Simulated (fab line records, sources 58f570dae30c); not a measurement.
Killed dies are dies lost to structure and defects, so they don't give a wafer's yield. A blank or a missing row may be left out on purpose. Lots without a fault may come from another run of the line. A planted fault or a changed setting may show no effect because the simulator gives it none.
Chamber matching | flow berkeley_cmos170 | UCB170_ZERO_ETCH_06 on rie_diel-04: 4 sister chambers
The step etches SiO2 in CHF3/CF4/Ar, time 12 s. 8 wafers are shown with their chamber, then 7 later ones without.

WAFERS WITH THEIR CHAMBER
wafer  | chamber | throttle_valve_pct (%) | oes_product_au (a.u.)
L354.1 | 3       | 9.48                   | 0.607
L356.3 | 1       | 9.50                   | 0.607
L356.5 | 2       | 9.25                   | 0.624
L360.2 | 3       | 9.47                   | 0.607
L360.4 | 0       | 9.36                   | 0.622
L360.6 | 0       | 9.38                   | 0.625
L365.2 | 1       | 9.53                   | 0.603
L365.4 | 2       | 9.25                   | 0.622

WAFERS WITHOUT THEIR CHAMBER
wafer  | throttle_valve_pct (%) | oes_product_au (a.u.)
L365.6 | 9.48                   | 0.606
L366.1 | 9.25                   | 0.621
L366.2 | 9.49                   | 0.603
L366.6 | 9.25                   | 0.614
L367.2 | 9.38                   | 0.611
L367.4 | 9.47                   | 0.608
L367.5 | 9.24                   | 0.621

WHICH CHAMBER EACH WENT THROUGH
wafer  | from the rows above     | in truth
L365.6 | 3                       | 3
L366.1 | 2                       | 2
L366.2 | can't be placed: 1 or 3 | 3
L366.6 | 2                       | 2
L367.2 | can't be placed: 0 or 3 | 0
L367.4 | 3                       | 3
L367.5 | 2                       | 2
Placed correctly: 5 of 7. Can't be placed from these rows: 2 (the true chamber is among the candidates in 2). Placed wrongly: 0.
How it was worked out, from the rows above alone: a wafer's distance from a chamber is the root of the sum, over the readings, of the square of ((its reading less the chamber's mean) divided by the reading's scatter). The wafer belongs to the nearest chamber; if the next one is less than 2 further off, it can't be placed. A chamber's mean is the mean of its shown wafers. The scatter: the root of (the sum of the squares of (reading less its chamber's mean) over the shown wafers, divided by (wafers less chambers)).
